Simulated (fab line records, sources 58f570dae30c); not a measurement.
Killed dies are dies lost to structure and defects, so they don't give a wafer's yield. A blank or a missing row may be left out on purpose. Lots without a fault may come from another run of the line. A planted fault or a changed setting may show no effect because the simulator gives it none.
A sampling plan put to the test | flow berkeley_cmos170 | one fab line, 29 faults that these records tell of, each judged on the records of the lots that it struck
The plan is the line's own looks: the steps of the route at which a gauge or an inspection reads the wafer and doesn't change it. A look can be judged if struck wafers have a number there and the file gives its usual mean and standard deviation on fault-free wafers. Caught: at a look after the fault's first step, the mean of the struck wafers lies 4 or more of those standard deviations (sigma) from the usual mean. On the tool: the same test on the tool's own readings at the fault's steps. Another recipe on the struck wafers, or a record that is blank for them alone, also counts as caught.

THE FAULTS, as the simulator had put them in
1. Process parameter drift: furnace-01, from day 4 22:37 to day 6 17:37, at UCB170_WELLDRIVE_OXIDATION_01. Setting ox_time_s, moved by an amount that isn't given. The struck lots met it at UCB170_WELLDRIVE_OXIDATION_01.
2. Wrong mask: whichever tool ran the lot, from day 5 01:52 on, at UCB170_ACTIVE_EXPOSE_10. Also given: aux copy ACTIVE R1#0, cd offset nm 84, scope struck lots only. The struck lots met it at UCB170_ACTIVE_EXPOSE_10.
3. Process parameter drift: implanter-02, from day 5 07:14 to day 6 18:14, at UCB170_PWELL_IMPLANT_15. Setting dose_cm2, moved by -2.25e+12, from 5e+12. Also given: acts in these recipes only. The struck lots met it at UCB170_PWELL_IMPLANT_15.
4. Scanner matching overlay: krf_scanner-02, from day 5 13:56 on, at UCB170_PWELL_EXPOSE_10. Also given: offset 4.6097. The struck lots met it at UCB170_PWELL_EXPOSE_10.
5. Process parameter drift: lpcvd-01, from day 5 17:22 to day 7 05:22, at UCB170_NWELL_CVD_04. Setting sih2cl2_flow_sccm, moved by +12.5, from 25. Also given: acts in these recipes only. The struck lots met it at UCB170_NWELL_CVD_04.
6. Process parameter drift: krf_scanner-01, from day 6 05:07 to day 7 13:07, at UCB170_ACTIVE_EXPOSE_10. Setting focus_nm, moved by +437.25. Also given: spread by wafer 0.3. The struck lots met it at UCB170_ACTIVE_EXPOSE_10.
7. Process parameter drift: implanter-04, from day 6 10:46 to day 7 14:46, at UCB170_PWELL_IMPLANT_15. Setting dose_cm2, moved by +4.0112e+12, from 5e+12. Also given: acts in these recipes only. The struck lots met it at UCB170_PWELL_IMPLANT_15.
8. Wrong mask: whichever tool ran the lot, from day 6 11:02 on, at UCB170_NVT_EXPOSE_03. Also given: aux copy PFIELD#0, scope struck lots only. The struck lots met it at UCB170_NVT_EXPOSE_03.
9. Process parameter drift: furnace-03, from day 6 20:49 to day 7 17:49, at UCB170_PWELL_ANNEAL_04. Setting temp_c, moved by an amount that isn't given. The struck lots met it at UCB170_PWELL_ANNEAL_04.
10. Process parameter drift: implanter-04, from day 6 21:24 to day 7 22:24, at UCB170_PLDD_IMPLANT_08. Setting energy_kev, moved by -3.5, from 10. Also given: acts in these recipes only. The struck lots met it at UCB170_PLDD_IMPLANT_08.
11. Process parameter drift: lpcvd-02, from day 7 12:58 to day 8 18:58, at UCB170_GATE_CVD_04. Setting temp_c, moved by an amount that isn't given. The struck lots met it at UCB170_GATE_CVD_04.
12. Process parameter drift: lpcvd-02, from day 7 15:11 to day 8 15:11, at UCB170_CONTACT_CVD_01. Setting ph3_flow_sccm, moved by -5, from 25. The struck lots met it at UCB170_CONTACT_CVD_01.
13. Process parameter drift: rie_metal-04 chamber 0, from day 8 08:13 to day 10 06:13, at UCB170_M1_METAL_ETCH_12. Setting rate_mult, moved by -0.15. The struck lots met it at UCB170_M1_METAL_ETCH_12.
14. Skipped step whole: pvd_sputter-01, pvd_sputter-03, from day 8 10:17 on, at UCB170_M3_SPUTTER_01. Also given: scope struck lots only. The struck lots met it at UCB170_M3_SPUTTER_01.
15. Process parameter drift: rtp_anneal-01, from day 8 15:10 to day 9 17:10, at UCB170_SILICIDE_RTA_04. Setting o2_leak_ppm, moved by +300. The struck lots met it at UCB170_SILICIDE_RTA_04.
16. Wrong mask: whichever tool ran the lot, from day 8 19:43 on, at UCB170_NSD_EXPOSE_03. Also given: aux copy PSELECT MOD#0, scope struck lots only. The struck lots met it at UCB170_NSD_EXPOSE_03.
17. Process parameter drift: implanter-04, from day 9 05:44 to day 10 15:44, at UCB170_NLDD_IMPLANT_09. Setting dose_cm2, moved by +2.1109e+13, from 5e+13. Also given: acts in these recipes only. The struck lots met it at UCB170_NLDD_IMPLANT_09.
18. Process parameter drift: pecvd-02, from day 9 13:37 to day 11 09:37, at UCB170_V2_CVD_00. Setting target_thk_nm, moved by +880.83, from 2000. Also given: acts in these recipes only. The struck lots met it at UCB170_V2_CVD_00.
19. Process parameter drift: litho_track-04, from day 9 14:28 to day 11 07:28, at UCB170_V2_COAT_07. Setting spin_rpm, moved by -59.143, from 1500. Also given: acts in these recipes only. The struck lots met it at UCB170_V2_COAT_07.
20. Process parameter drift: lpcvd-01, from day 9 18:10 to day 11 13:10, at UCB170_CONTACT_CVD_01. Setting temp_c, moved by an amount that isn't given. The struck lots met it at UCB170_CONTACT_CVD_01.
21. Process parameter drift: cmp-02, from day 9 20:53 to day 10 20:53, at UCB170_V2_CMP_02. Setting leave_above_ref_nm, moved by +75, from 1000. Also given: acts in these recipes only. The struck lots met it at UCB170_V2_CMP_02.
22. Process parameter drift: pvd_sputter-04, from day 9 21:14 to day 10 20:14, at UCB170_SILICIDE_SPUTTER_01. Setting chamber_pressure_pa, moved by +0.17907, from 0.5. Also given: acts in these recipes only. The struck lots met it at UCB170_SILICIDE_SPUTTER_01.
23. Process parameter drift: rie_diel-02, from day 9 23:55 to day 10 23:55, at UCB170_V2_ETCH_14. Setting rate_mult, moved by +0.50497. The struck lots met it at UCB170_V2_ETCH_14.
24. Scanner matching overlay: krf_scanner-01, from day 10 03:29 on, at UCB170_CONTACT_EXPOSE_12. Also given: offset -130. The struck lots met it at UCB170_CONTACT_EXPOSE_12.
25. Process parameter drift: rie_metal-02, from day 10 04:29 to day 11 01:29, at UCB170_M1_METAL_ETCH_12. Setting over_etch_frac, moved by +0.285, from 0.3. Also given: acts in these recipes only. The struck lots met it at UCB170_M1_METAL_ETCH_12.
26. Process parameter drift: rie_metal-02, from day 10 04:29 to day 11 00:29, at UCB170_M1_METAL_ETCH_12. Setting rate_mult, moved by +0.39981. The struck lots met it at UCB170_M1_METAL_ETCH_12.
27. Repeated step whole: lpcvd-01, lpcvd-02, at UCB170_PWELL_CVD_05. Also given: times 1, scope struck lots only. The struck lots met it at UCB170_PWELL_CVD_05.
28. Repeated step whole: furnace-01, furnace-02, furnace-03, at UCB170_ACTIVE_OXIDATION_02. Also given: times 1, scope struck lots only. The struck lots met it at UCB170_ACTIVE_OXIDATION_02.
29. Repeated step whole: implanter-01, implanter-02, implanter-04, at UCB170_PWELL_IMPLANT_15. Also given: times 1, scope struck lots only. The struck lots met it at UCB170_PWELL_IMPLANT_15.

WHAT THE PLAN SAW
fault | on the tool itself                               | first look that catches it                      | reading, sigma                                                 | median hours from its first step to that look | hours from the fault's start to the first struck lot there | judged looks passed uncaught
1     | under 2 sigma                                    | UCB170_WELLDRIVE_THK_MEAS_02                    | WELLDRIVE_OXIDE_THK +13                                        | 3.5                                           | 9                                                          | 0
2     | no reading that can be judged                    | UCB170_ACTIVE_CD_MEAS_13                        | cd_nm +56                                                      | 0.6                                           | 7                                                          | 0
3     | dose_ions_cm2 -99 or beyond sigma                | UCB170_PWELL_TW_MEAS_17                         | PWELL_TW -23                                                   | 0.2                                           | 10                                                         | 0
4     | no reading that can be judged                    | no look after it can be judged                  | -                                                              | -                                             | -                                                          | 0
5     | sih2cl2_flow_sccm +99 or beyond sigma            | UCB170_NWELL_THK_MEAS_05                        | NWELL_NITRIDE_THK +16                                          | 1.9                                           | 5                                                          | 0
6     | exposure_dose_mJ_cm2 -9.9 sigma                  | not the one look that can be judged after it    | strongest: cd_nm at UCB170_ACTIVE_CD_MEAS_13, -3.2             | -                                             | -                                                          | 1
7     | dose_ions_cm2 +99 or beyond sigma                | UCB170_PWELL_TW_MEAS_17                         | PWELL_TW +26                                                   | 0.2                                           | 3                                                          | 0
8     | under 2 sigma                                    | UCB170_NVT_TW_MEAS_09                           | NVT_TW -99 or beyond                                           | 0.8                                           | 1                                                          | 0
9     | tube_center_temp_C +99 or beyond sigma           | no look after it can be judged                  | -                                                              | -                                             | -                                                          | 0
10    | beam_energy_keV -99 or beyond sigma              | UCB170_PLDD_TW_MEAS_11                          | PLDD_TW -6.0                                                   | 0.4                                           | 4                                                          | 0
11    | susceptor_temp_C +24 sigma                       | UCB170_GATE_THK_MEAS_05                         | GATE_POLY_THK +18                                              | 1.4                                           | 18                                                         | 0
12    | ph3_flow_sccm -59 sigma                          | not the one look that can be judged after it    | strongest: CONTACT_PSG_THK at UCB170_CONTACT_THK_MEAS_02, -2.8 | -                                             | -                                                          | 1
13    | under 2 sigma                                    | none of the 2 looks that can be judged after it | strongest: cd_nm at UCB170_M1_CD_MEAS_90, +3.7                 | -                                             | -                                                          | 2
14    | the tool's record is blank for the struck wafers | not the one look that can be judged after it    | -                                                              | -                                             | -                                                          | 1
15    | chamber_o2_ppm +99 or beyond sigma               | no look after it can be judged                  | -                                                              | -                                             | -                                                          | 0
16    | under 2 sigma                                    | UCB170_NSD_TW_MEAS_10                           | NSD_TW -94                                                     | 0.8                                           | 1                                                          | 0
17    | dose_ions_cm2 +99 or beyond sigma                | UCB170_NLDD_TW_MEAS_11                          | NLDD_TW +5.8                                                   | 0.3                                           | 7                                                          | 0
18    | under 2 sigma                                    | UCB170_V2_THK_MEAS_01                           | V2_TEOS_THK +34                                                | 0.2                                           | 7                                                          | 0
19    | spin_speed_rpm -53 sigma                         | no look after it can be judged                  | -                                                              | -                                             | -                                                          | 0
20    | susceptor_temp_C -60 sigma                       | UCB170_CONTACT_THK_MEAS_02                      | CONTACT_PSG_THK -12                                            | 1.8                                           | 9                                                          | 0
21    | under 2 sigma                                    | UCB170_V2_THK_MEAS_04                           | V2_POLISHED_THK +68                                            | 0.4                                           | 1                                                          | 0
22    | chamber_pressure_pa +99 or beyond sigma          | UCB170_SILICIDE_RS_MEAS_02                      | SILICIDE_TI_RS +25                                             | 0.0                                           | 12                                                         | 0
23    | under 2 sigma                                    | not the one look that can be judged after it    | strongest: cd_nm at UCB170_V2_CD_MEAS_90, +2.8                 | -                                             | -                                                          | 1
24    | under 2 sigma                                    | UCB170_CONTACT_OVL_MEAS_16                      | CONTACT_OVL -21                                                | 0.5                                           | 14                                                         | 0
25    | oes_product_au -6.9 sigma                        | not the one look that can be judged after it    | strongest: cd_nm at UCB170_M1_CD_MEAS_90, -3.1                 | -                                             | -                                                          | 1
26    | under 2 sigma                                    | UCB170_M1_CD_MEAS_90                            | cd_nm -5.7                                                     | 0.2                                           | 12                                                         | 0
27    | under 2 sigma                                    | UCB170_PWELL_THK_MEAS_06                        | PWELL_NITRIDE_THK +99 or beyond                                | 4.9                                           | -                                                          | 0
28    | under 2 sigma                                    | UCB170_ACTIVE_THK_MEAS_03                       | ACTIVE_OXIDE_THK +21                                           | 3.6                                           | -                                                          | 0
29    | under 2 sigma                                    | UCB170_PWELL_TW_MEAS_17                         | PWELL_TW +31                                                   | 0.5                                           | -                                                          | 0
A dash: the fault isn't caught, or these records don't give the number.

Caught at a look: 19 of 29. Caught on the tool: 15 of 29. By one or the other: 26 of 29.
Caught on the tool alone: faults 6, 9, 12, 14, 15, 19, 25.
Caught at a look alone: faults 1, 2, 8, 16, 18, 21, 24, 26, 27, 28, 29.
Caught by neither: faults 4, 13, 23.

THINNER SAMPLING
If the look that catches a fault measured only every second or every third lot, by lot number, the first struck lot would be measured this late in the worst case:
fault | struck lots at that look, in order of time | every lot | every second lot | every third lot
1     | L577, L582                                 | 9 h       | 40 h             | may miss all 2
2     | L512                                       | 7 h       | may miss it      | may miss it
3     | L176, L177                                 | 10 h      | 21 h             | may miss all 2
5     | L518, L519                                 | 5 h       | 9 h              | may miss all 2
7     | L322, L324                                 | 3 h       | may miss all 2   | may miss all 2
8     | L350                                       | 1 h       | may miss it      | may miss it
10    | L744, L743                                 | 4 h       | 5 h              | may miss all 2
11    | L546, L545                                 | 18 h      | 18 h             | may miss all 2
16    | L161                                       | 1 h       | may miss it      | may miss it
17    | L364, L368                                 | 7 h       | may miss all 2   | may miss all 2
18    | L399, L402, L403                           | 7 h       | 17 h             | may miss all 3
20    | L474, L475                                 | 9 h       | 17 h             | may miss all 2
21    | L850, L852                                 | 1 h       | may miss all 2   | may miss all 2
22    | L176, L178                                 | 12 h      | may miss all 2   | may miss all 2
24    | L792, L795, L796, L797                     | 14 h      | 23 h             | 35 h
26    | L570, L573                                 | 12 h      | 16 h             | may miss all 2
Hours are from the fault's start to the first struck lot that is measured. The limit of 4 sigma was tested on all struck wafers together, so one lot alone may lie under it. Other struck lots may not be in these records.

THE LONGEST TIMED WAY FROM STEP TO LOOK
Fault 27: a median of 4.9 hours passes between UCB170_PWELL_CVD_05 and UCB170_PWELL_THK_MEAS_06. No look between them can be judged.
